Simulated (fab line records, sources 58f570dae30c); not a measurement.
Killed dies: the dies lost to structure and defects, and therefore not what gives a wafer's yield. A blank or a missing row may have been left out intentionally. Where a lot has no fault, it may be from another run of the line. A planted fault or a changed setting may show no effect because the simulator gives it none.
Problem report, 8D (eight disciplines) form, completed by code	flow berkeley cmos170	the parts of the form that need people (team, actions taken, sign-off) are left out

== 1. THE PROBLEM ==
Wafers with no fault read 0.996 a.u. with a standard deviation of 0.019, whereas oes product au at UCB170_M3_ETCH_17 reads a mean of 1.354 a.u. on 1 wafer of 1 lot. Measured from the usual mean, that is +19 standard deviations.
The step: etches BARC in N2/H2.
First observed at day 11 10:33: wafer L482.1, on rie diel-04. The record holds 39 wafers of 13 lots with a number at this step. Rule for "out" (also "out of limits"): further than 4 standard deviations from the usual mean. Any other wafer with a number is counted as sound.

== 2. WHAT THIS IS AND IS NOT ==
question	is	is not
which readings at this step	oes product au	drypump motor current A, throttle valve pct
which lots	L482	L467, L469, L470, L471, L472, L473, L475, L476, L477, L488, L489, L490
which wafers of those lots	L482.1	L482.4, L482.6
read on which tools	rie diel-04	rie diel-01, rie diel-03
when	from day 11 10:33	up to then (29 sound wafers); but 9 sound wafers of L488, L489, L490 came after

== 3. WHAT RULES OUT EACH SUSPECT ==
Counting: any tool at a process step up to the reading remains a suspect provided it ran every lot that is out. Sound lots after the first of them don't rule it out here, since some wafers of a struck lot are sound.
- rie diel-04 at UCB170_CONTACT_ETCH_18 (etches PSG in CHF3/CF4/Ar, stops on TiSi2, target depth 840 nm, time 195 s): kept. It processed L482, the lot that is out, at day 10 21:48, and its most recent sound lot before then was L477 at day 9 13:02. UCB170_CONTACT_ETCH_18 gives no start for some lots, so the hours and the order of its lots are those of UCB170_V1_CMP_02.
- cmp-02 at UCB170_V1_CMP_02 (polishes SiO2): kept. It processed L482, the lot that is out, at day 10 21:48, and its most recent sound lot before then was L475 at day 9 13:23.
- rie diel-04 at UCB170_M3_ETCH_17 (etches BARC in N2/H2): kept. It processed L482, the lot that is out, at day 11 10:33, and its most recent sound lot before then was L471 at day 9 01:53. Out on those wafers are its own readings of oes product au.
- In rie diel-04 at UCB170_CONTACT_ETCH_18, the wafers that are out were processed in chamber 1 and their sound lot-mates in chambers 2, 3.
- The sound lot-mates ran in chamber 1 of cmp-02 at UCB170_V1_CMP_02, but the wafers that are out ran in chamber 2.
- The sound lot-mates ran in chamber 2 of rie diel-04 at UCB170_M3_ETCH_17, but the wafers that are out ran in chamber 0.
rie diel-04 at UCB170_CONTACT_ETCH_18, cmp-02 at UCB170_V1_CMP_02 and rie diel-04 at UCB170_M3_ETCH_17 are what is left after counting.

== 4. THE CAUSE (what the simulator had put in) ==
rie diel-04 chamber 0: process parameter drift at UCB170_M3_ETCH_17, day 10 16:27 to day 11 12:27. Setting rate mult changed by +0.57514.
Of the 3 suspects that counting leaves, this tool is one.

== 5. THE CHAIN OF EFFECTS, in route order ==
One row per reading whose mean, taken over the struck wafers that have a number, lies over 3 standard deviations from the usual. Only readings whose record carries a usual standard deviation are examined. hours: median over the lots of the time between each lot's start at the first step of this table that gives one and its start at this step. sigmas: the change, counted in usual standard deviations.
hours	step	reading	usual	on struck wafers	change	sigmas
0	UCB170_M3_ETCH_17	oes product au	0.996 a.u.	1.354	+0.358	+19
Here are the process steps it includes:
- UCB170_M3_ETCH_17: etches BARC in N2/H2.

== 6. HOW IT WOULD HAVE BEEN CAUGHT EARLIER ==
The fault began at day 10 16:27; the first out-of-limits reading in this record came at day 11 10:33, 18 hours later.
